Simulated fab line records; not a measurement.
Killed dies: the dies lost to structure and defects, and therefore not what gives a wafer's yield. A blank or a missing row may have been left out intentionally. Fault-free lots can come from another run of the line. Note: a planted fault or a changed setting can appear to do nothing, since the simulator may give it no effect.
What tool caused it?    flow berkeleyCmos170    6 lots with 18 wafers sampled at 2 steps, on a route of 331 steps

== WHAT EACH GAUGE READ, for each wafer ==
UCB170_NVT_OVL_MEAS_06.
lot   measured      on          NVT_OVL (nm)
L196  day 6 21:53   overlay-02  -1 5 2
L200  day 7 18:35   overlay-01  -2 1 6
L202  day 7 18:25   overlay-02  4 -3 5
L207  day 9 09:29   overlay-02  2 1 7
L210  day 9 23:24   overlay-01  9 10 12
L216  day 10 23:55  overlay-01  -2 -5 -5

== WHAT TOOL EACH LOT RAN ON (gives the tool, then ch and the chambers of the sampled wafers, and finally the start) ==
lot   UCB170_NVT_EXPOSE_03
L196  krfScanner-01 ch 0, day 6 21:29
L200  krfScanner-02 ch 0, day 7 18:12
L202  krfScanner-02 ch 0, day 7 18:03
L207  krfScanner-02 ch 0, day 9 08:41
L210  krfScanner-02 ch 0, day 9 23:01
L216  krfScanner-02 ch 0, day 10 23:03
- UCB170_NVT_EXPOSE_03: exposes mask PWELL, target cd 3000 nm.

== THE ANSWER, worked out from the rows above alone ==
Rule: the lots themselves supply what counts as usual. Put in order of their means at a reading, lots are off if they are a third of the lots or fewer, leave a main group of 4 or more, and stand apart from it by a gap of 3 or more times the standard deviation of the main group's means; of several such gaps the widest counts. If all means in a main group match to the digits the tables above print for the reading, that group is not used. A lot without any number at a reading at which 4 lots or more have one is off too. Where the step has rows for the other lots, those lots are counted as sound.
Across all readings shown, no lot is off: no conclusion can be drawn from this.

== WHAT THE SIMULATOR PUT IN ==
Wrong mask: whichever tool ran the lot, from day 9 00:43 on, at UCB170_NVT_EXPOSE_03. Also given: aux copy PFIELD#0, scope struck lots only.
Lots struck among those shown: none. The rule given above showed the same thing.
